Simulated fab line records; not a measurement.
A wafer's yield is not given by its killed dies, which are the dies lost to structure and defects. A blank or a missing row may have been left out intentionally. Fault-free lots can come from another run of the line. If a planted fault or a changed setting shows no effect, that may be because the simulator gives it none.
Split-lot experiment	flow berkeley-cmos170	5 lots, 23 wafers read, on a route of 331 steps

== THE SPLIT ITSELF ==
At UCB170_V1_CMP_02 (polishes SiO2), the setting leave-above-ref-nm was moved away from the recipe's 1000 nm on 6 of the 23 wafers read, by -2.2% to +7.3%. For the rest of the wafers, this setting stayed at what the recipe calls for.

Between the split and the reading, the file records no step.

== THE READING ==
At UCB170_V1_THK_MEAS_04: V1_POLISHED_THK, given in nm. Fault-free wafers of this fab line usually give 1000.0 nm, standard deviation 1.1 nm.

wafer	tool, chamber at the split	leave-above-ref-nm as run, nm	against the recipe	V1_POLISHED_THK, nm	against lot-mates on the recipe
L076.1	cmp-01, 0,1	1000	recipe	1000.1	-
L076.2	cmp-01, 2	978.1	-2.2%	979.1	-21.0
L076.3	cmp-01, 3	978.1	-2.2%	979.2	-20.9
L076.4	cmp-01, 1	1000	recipe	999.9	-
L076.6	cmp-01, 0,1	1000	recipe	1000.4	-
L079.2	cmp-01, 2	1000	recipe	997.4	-
L079.3	cmp-01, 3	1047	+4.7%	1045.1	+46.6
L079.4	cmp-01, 1	1047	+4.7%	1046.1	+47.6
L079.5	cmp-01, 2,3	1000	recipe	999.2	-
L079.6	cmp-01, 2,3	1000	recipe	999.0	-
L082.2	cmp-02, 3	1000	recipe	999.1	-
L082.3	cmp-02, 2	1000	recipe	1000.9	-
L082.4	cmp-02, 0	1000	recipe	1000.4	-
L082.5	cmp-02, 1	1000	recipe	998.3	-
L082.6	cmp-02, 0	1000	recipe	1000.6	-
L080.2	cmp-01, 3	1000	recipe	1000.0	-
L080.3	cmp-01, 2	1000	recipe	1000.7	-
L080.4	cmp-01, 0	1000	recipe	999.2	-
L085.1	cmp-02, 3	1073	+7.3%	1073.7	+73.4
L085.2	cmp-02, 2,0	1000	recipe	1000.5	-
L085.4	cmp-02, 2,0	1000	recipe	1001.0	-
L085.5	cmp-02, 3	1073	+7.3%	1073.7	+73.4
L085.6	cmp-02, 2	1000	recipe	999.4	-
When a row names more than one chamber, that row covers several wafers, and the file does not tell which wafer ran in which chamber.

FIT RESULTS
A straight line over all 23 wafers: V1_POLISHED_THK changes by +9.97 nm for each +1% of leave-above-ref-nm; r = +1.00; the points scatter about the line by 1.1 nm.
The same after taking each lot's own level away (the mean of its wafers on the recipe; 23 wafers): +10 nm for each +1%; r = +1.00; scatter 0.74 nm.
According to that fit, moving leave-above-ref-nm by its largest amount changes the reading by 73 nm.
Measured against the standard deviation above, the lots' own levels, which go from 998.53 to 1000.30 nm, span 1.6 times it.
So the lot-to-lot level changes the slope little: the two slopes agree.
Check: for one of the wafers moved furthest among these (+7.3%), held out of the fit, the line's prediction against its lot-mates is +73 nm. Against them it came out at +73.4 nm.

== OTHER SPLITS ON THESE WAFERS ==
Before the reading, these wafers also passed through other splits. Each is held against what the fit with the lots' levels taken away leaves over:
other split on the same wafers	wafers away from the commonest value	r with V1_POLISHED_THK (lot level and that fit taken away)
UCB170_CONTACT_PEB_13 peb-temp-c	6	+0.02
UCB170_M1_COAT_04 resist-thk-nm	9	+0.46
UCB170_V1_CVD_00 time-s	9	-0.23

== THE WHOLE CHAIN: every reading that the file lists as answering this split, in the file's order ==
step	what it does	reading	change (the file's fit)	r (the file's)
UCB170_V1_CMP_02	polishes SiO2	SiO2_of_V1_CVD_00.thk-nm (the simulator's own value, which no gauge read)	+10 nm for each +1% of the setting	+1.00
UCB170_V1_THK_MEAS_04		V1_POLISHED_THK	+10 for each +1% of the setting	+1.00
UCB170_V1_ETCH_14	etches SiO2 in CHF3/CF4/Ar, stops on Al, target depth 1250 nm, time 291 s	etch.depth-nm (the simulator's own value, which no gauge read)	+10 nm for each +1% of the setting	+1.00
UCB170_V1_ETCH_14	etches SiO2 in CHF3/CF4/Ar, stops on Al, target depth 1250 nm, time 291 s	V1.feature-depth-nm (the simulator's own value, which no gauge read)	+10 nm for each +1% of the setting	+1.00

== FILE'S OWN FIT ==
V1_POLISHED_THK changes by +10 nm for each +1% of leave-above-ref-nm, r = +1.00.
